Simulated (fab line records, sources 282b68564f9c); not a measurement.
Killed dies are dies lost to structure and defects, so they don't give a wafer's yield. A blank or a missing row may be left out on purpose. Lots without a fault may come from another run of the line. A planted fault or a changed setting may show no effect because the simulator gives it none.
Split-lot experiment | flow rit_cmos | 5 lots, 23 wafers read, on a route of 202 steps

THE SPLIT
At RIT_M1_COAT_04 (resist thk 1300 nm), the setting resist_thk_nm was moved away from the recipe's 1300 nm on 10 of the 23 wafers read, by -2.1% to +4.5%. The other wafers ran this setting at the recipe's value.

FROM THE SPLIT TO THE READING: what the file shows between them, 4 steps
- RIT_M1_SOFTBAKE_05: time 60 s
- RIT_M1_EXPOSE_06: exposes mask M12, target cd 2600 nm
- RIT_M1_PEB_07
- RIT_M1_DEVELOP_08: develop time 68 s

THE READING
cd_nm, in nm, at RIT_M1_CD_MEAS_09 (target cd 2600 nm). Fault-free wafers of this fab line usually give 2599.9 nm, standard deviation 2.5 nm.

wafer  | tool, chamber at the split | resist_thk_nm as run, nm | against the recipe | cd_nm, nm | against lot-mates on the recipe
L076.2 | litho_track-03, 0          | 1358                     | +4.5%              | 2601.4    | +3.5
L076.3 | litho_track-03, 0          | 1358                     | +4.5%              | 2600.9    | +3.0
L076.4 | litho_track-03, 0          | 1300                     | recipe             | 2597.9    | -
L076.5 | litho_track-03, 0          | 1358                     | +4.5%              | 2603.7    | +5.8
L076.6 | litho_track-03, 0          | 1300                     | recipe             | 2597.8    | -
L077.1 | litho_track-04, 0          | 1273                     | -2.1%              | 2597.1    | -3.0
L077.2 | litho_track-04, 0          | 1300                     | recipe             | 2599.6    | -
L077.3 | litho_track-04, 0          | 1300                     | recipe             | 2600.5    | -
L077.4 | litho_track-04, 0          | 1300                     | recipe             | 2600.1    | -
L077.6 | litho_track-04, 0          | 1273                     | -2.1%              | 2594.1    | -6.0
L079.1 | litho_track-03, 0          | 1300                     | recipe             | 2599.1    | -
L079.2 | litho_track-03, 0          | 1300                     | recipe             | 2598.6    | -
L079.3 | litho_track-03, 0          | 1354                     | +4.2%              | 2604.5    | +5.7
L079.5 | litho_track-03, 0          | 1354                     | +4.2%              | 2604.7    | +5.8
L079.6 | litho_track-03, 0          | 1354                     | +4.2%              | 2603.3    | +4.5
L081.1 | litho_track-04, 0          | 1322                     | +1.7%              | 2604.0    | +4.0
L081.3 | litho_track-04, 0          | 1300                     | recipe             | 2599.2    | -
L081.4 | litho_track-04, 0          | 1300                     | recipe             | 2601.8    | -
L081.5 | litho_track-04, 0          | 1300                     | recipe             | 2599.1    | -
L081.6 | litho_track-04, 0          | 1322                     | +1.7%              | 2602.7    | +2.7
L084.2 | litho_track-01, 0          | 1300                     | recipe             | 2600.8    | -
L084.4 | litho_track-01, 0          | 1300                     | recipe             | 2601.2    | -
L084.6 | litho_track-01, 0          | 1300                     | recipe             | 2602.8    | -

THE FIT
A straight line over all 23 wafers: cd_nm changes by +0.935 nm for each +1% of resist_thk_nm; r = +0.75; the points scatter about the line by 1.8 nm.
The same after taking each lot's own level away (the mean of its wafers on the recipe; 23 wafers): +1.25 nm for each +1%; r = +0.91; scatter 1.3 nm.
On that fit, the largest move of resist_thk_nm shifts the reading by 5.6 nm.
The lots' own levels span 2597.85 to 2601.60 nm, that is 1.5 times the standard deviation above.
So the lot-to-lot level blurs the effect unless lot-mates are compared.
Check: with one of the wafers moved furthest among these (+4.5%) left out of the fit, the line predicts +5.69 nm for it against its lot-mates. It came out at +3.55 nm against them.

OTHER SPLITS ON THESE WAFERS
These wafers also went through other splits before the reading. Each is held against what the fit with the lots' levels taken away leaves over:
other split on the same wafers     | wafers away from the commonest value | r with cd_nm (lot level and that fit taken away)
RIT_PLDD_DEVELOP_05 develop_time_s | 11                                   | -0.13
RIT_NSD_COAT_01 spin_rpm           | 5                                    | -0.04
RIT_PSD_HARDBAKE_07 temp_c         | 10                                   | +0.09

THE WHOLE CHAIN: every reading that the file lists as answering this split, in the file's order
step               | what it does       | reading                                                                       | change (the file's fit)              | r (the file's)
RIT_M1_COAT_04     | resist thk 1300 nm | NOVOLAK_of_M1_COAT_04.thk_nm (the simulator's own value, which no gauge read) | +12.5 nm for each +1% of the setting | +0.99
RIT_M1_CD_MEAS_09  | target cd 2600 nm  | cd_nm                                                                         | +1.26 nm for each +1% of the setting | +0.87
RIT_M1_HARDBAKE_11 | time 120 s         | NOVOLAK_of_M1_COAT_04.thk_nm (the simulator's own value, which no gauge read) | +11.3 nm for each +1% of the setting | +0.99

THE FILE'S OWN FIT
cd_nm changes by +1.26 nm for each +1% of resist_thk_nm, r = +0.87.
